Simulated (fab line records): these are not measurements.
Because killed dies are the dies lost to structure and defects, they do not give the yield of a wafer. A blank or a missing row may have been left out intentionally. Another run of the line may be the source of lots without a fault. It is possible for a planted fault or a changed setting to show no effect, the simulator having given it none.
A lot that was struck, set against a sound lot -- flow berkeleyCmos170 -- 23 steps out of a route of 331
Sound: wafers L127.2, L127.3, L127.6. Struck: wafers L125.1, L125.2, L125.4. The cause is named last.
Per side, at each step with rows, come the tool, then ch with its chambers, and then its first start. Under that, the readings that differ: sound wafers -- struck wafers -- difference of the means -- sigmas: that difference in standard deviations of wafers without a fault.
alike: readings whose means differ by less than 2 such deviations, and words and numbers that are the same on both sides. not compared: withheld readings, readings that some wafer has no value for, bounds like >300 that may hide the same value, and numbers for which the record gives no deviation and whose values overlap.
Wherever a step has rows on one side only, a row that says differs or no value, or a row with sigmas, the two part there. When numbers do not overlap yet have no deviation, they are printed without sigmas and do not part them. A reading missing from all wafers of one side parts the sides only when that side holds two or more wafers.

first, 3 steps without rows for these wafers: UCB170_PLDD_EXPOSE_03 (exposes mask PSELECT, target cd 1200 nm); UCB170_PLDD_PEB_04; UCB170_PLDD_DEVELOP_05 (develop time 45 s).
UCB170_PLDD_CD_MEAS_06: the cd target is 1200 nm.
  sound on cdSem-01 at day 8 14:37; struck on cdSem-02 at day 7 10:00
  alike: cdNm
UCB170_PLDD_OVL_MEAS_07:
  sound on overlay-01 at day 8 14:43; struck on overlay-02 at day 7 10:07
reading,sound,struck,difference,sigmas
PLDD_OVL (nm),7 3 12,-9 -4 -8,-14,-2
then, 2 steps without rows for these wafers: UCB170_PLDD_IMPLANT_08; UCB170_PLDD_IMPLANT_09.
UCB170_PLDD_STRIP_10: strips in O2.
  sound on plasmaAsher-03 ch 0,1, day 8 15:03; struck on plasmaAsher-03 ch 0,1, day 7 10:28
  alike: drypumpMotorCurrentA, oesProductAu, stripTimeToEndpointS
  not compared: rfHoursCounterH
UCB170_PLDD_TW_MEAS_11:
  sound on filmMetro-04 at day 8 15:10; struck on filmMetro-04 at day 7 10:34
  alike: PLDD_TW
then, 3 steps without rows for these wafers: UCB170_PLDD_CLEAN_12 (cleans in SPM, time 600 s); UCB170_NLDD_HMDS_00 (prime time 60 s); UCB170_NLDD_COAT_01 (resist thk 900 nm).
UCB170_NLDD_SOFTBAKE_02: time 60 s.
  sound on lithoTrack-01 ch 0, day 8 15:46; struck on lithoTrack-03 ch 0, day 7 11:06
reading,sound,struck,difference,sigmas
heaterPowerTotalW (W),56.82 56.71 56.75,47.52 47.44 47.46,-9.29,-99 or more
plateTempC (C),129.80 129.59 129.82,113.36 113.08 113.36,-16.47,-99 or more
  alike: chillPlateTempC
then, 2 steps without rows for these wafers: UCB170_NLDD_EXPOSE_03 (exposes mask NSELECT, target cd 1200 nm); UCB170_NLDD_PEB_04.
UCB170_NLDD_DEVELOP_05: develop time 45 s.
  sound on lithoTrack-04 ch 0; struck on lithoTrack-01 ch 0
reading,sound,struck,difference,sigmas
model.KrF_of_NLDD_COAT_01.thkNm (nm),885.8 885.5 885.9,903.8 903.6 906.3,+18.8,
  alike: chillPlateTempC
UCB170_NLDD_CD_MEAS_06: the cd target is 1200 nm.
  sound on cdSem-01 at day 8 16:37; struck on cdSem-01 at day 7 11:58
reading,sound,struck,difference,sigmas
cdNm (nm),1200.0 1200.1 1200.9,1172.7 1173.1 1173.0,-27.4,-17
UCB170_NLDD_OVL_MEAS_07:
  sound on overlay-01 at day 8 16:44; struck on overlay-02 at day 7 12:05
  alike: NLDD_OVL
then, 2 steps without rows for these wafers: UCB170_NLDD_IMPLANT_08; UCB170_NLDD_IMPLANT_09.
UCB170_NLDD_STRIP_10: strips in O2.
  sound on plasmaAsher-04 ch 0,1, day 8 17:04; struck on plasmaAsher-04 ch 0,1, day 7 12:25
reading,sound,struck,difference,sigmas
stripTimeToEndpointS (s),21.63 21.63 21.63,22.06 22.05 22.12,+0.45,+7
  alike: drypumpMotorCurrentA, oesProductAu
  not compared: rfHoursCounterH
UCB170_NLDD_TW_MEAS_11:
  sound on filmMetro-03 at day 8 17:10; struck on filmMetro-03 at day 7 12:31
  alike: NLDD_TW
UCB170_M3_PROBE_99:
  the record has rows for the struck wafers here (prober-02, day 9 07:56) and none for the sound ones

== WHERE THEY PART ==
At UCB170_PLDD_OVL_MEAS_07 first; at UCB170_M3_PROBE_99 last (within this record only).

WHY: what had been put in by the simulator
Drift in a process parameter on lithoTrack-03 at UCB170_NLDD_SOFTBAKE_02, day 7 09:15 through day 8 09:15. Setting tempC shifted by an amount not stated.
